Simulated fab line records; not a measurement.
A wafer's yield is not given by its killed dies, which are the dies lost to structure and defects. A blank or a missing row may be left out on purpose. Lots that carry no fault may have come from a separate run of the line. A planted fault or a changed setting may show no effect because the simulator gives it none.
Problem report, 8D (eight disciplines) form, completed by code ; flow rit_cmos ; the parts of the form that need people (team, actions taken, sign-off) are left out

## 1. THE PROBLEM
Mean of run_length_s at RIT_PLDD_SOFTBAKE_02: 101.30 s across 6 wafers in 2 lots; on wafers with no fault it is 89.18 s (standard deviation 0.16). Relative to the usual mean, that is a shift of +76 standard deviations.
The step: time 60 s.
Earliest sighting: wafer L144.1 on litho_track-04 at day 6 03:42. The record has a number at this step for 42 wafers belonging to 14 lots. Rule for "out", or "out of limits": more than 4 standard deviations from the usual mean. All remaining wafers that have a number are taken as sound.

## 2. WHAT THIS IS AND IS NOT
question;is;is not
which readings at this step;run_length_s;-
which lots;L144, L148;L132, L133, L134, L135, L137, L139, L140, L142, L143, L149, L152, L153
which wafers of those lots;all that have a number;-
read on which tools;litho_track-04;litho_track-01, litho_track-02
when;from day 6 03:42;"up to then (27 sound wafers); but 9 sound wafers of L149, L152, L153 came after"

## 3. THE SUSPECTS, EACH WITH WHAT RULES IT OUT
Counting: any tool at a process step up to the reading is kept as a suspect provided that every lot that is out went through it and no sound lot did after the first of them.
- litho_track-04 at RIT_PLDD_SOFTBAKE_02 (time 60 s): kept. All lots that are out passed through it, beginning with L144 at day 6 03:42, and no sound lot followed; its final sound lot before that point was L139 at day 5 13:48. Out on those wafers are its own readings of run_length_s.
Remaining after the count: litho_track-04 at RIT_PLDD_SOFTBAKE_02.

## 4. THE CAUSE (what the simulator had put in)
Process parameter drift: litho_track-04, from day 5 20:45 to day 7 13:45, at RIT_PLDD_SOFTBAKE_02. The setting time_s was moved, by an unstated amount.
This tool alone remained once counting was done.

## 5. THE CHAIN OF EFFECTS, in route order
Each row: a reading where the mean over the struck wafers with a number is more than 3 standard deviations away from the usual. Readings are gone through only where the record gives a usual standard deviation; hours: the median, over the lots, of the time from a lot's start at the first step in this table giving one to that lot's start at this step; sigmas: the change measured in usual standard deviations.
hours;step;reading;usual;on struck wafers;change;sigmas
0;RIT_PLDD_SOFTBAKE_02;run_length_s;89.18 s;101.30;+12.12;+76
It contains these process steps:
- RIT_PLDD_SOFTBAKE_02: time 60 s.

## 6. HOW IT WOULD HAVE BEEN CAUGHT EARLIER
7 hours passed between the start of the fault at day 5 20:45 and the first reading out of limits in this record, taken at day 6 03:42.
